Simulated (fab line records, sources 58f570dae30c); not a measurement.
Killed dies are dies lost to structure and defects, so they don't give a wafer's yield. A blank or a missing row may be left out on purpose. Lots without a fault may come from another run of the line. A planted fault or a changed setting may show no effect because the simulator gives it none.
Chamber matching | flow berkeley_cmos170 | UCB170_SPACER_CVD_00 on pecvd-01: 3 sister chambers
The step deposits SiO2 from TEOS/O2, target thk 376 nm, time 47 s. 6 wafers are shown with their chamber, then 7 later ones without.

WAFERS WITH THEIR CHAMBER
wafer  | chamber | heater_power_w (W) | rf_fwd_power_W (W)
L674.1 | 0       | 307                | 543.1
L689.4 | 1       | 204                | 545.1
L689.5 | 2       | 305                | 544.7
L689.6 | 0       | 311                | 544.5
L690.1 | 1       | 276                | 543.8
L690.4 | 2       | 279                | 544.2

WAFERS WITHOUT THEIR CHAMBER
wafer  | heater_power_w (W) | rf_fwd_power_W (W)
L690.5 | 307                | 545.1
L693.1 | 269                | 544.8
L693.2 | 225                | 545.5
L693.3 | 263                | 544.0
L696.2 | 283                | 544.5
L696.4 | 262                | 545.4
L696.5 | 236                | 543.0

WHICH CHAMBER EACH WENT THROUGH
wafer  | from the rows above          | in truth
L690.5 | can't be placed: 2 or 0 or 1 | 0
L693.1 | can't be placed: 2 or 1 or 0 | 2
L693.2 | can't be placed: 1 or 2      | 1
L693.3 | can't be placed: 1 or 2 or 0 | 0
L696.2 | can't be placed: 2 or 0 or 1 | 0
L696.4 | can't be placed: 1 or 2 or 0 | 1
L696.5 | can't be placed: 1 or 0 or 2 | 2
Placed correctly: 0 of 7. Can't be placed from these rows: 7 (the true chamber is among the candidates in 7). Placed wrongly: 0.
How it was worked out, from the rows above alone: a wafer's distance from a chamber is the root of the sum, over the readings, of the square of ((its reading less the chamber's mean) divided by the reading's scatter). The wafer belongs to the nearest chamber; if the next one is less than 2 further off, it can't be placed. A chamber's mean is the mean of its shown wafers. The scatter: the root of (the sum of the squares of (reading less its chamber's mean) over the shown wafers, divided by (wafers less chambers)).
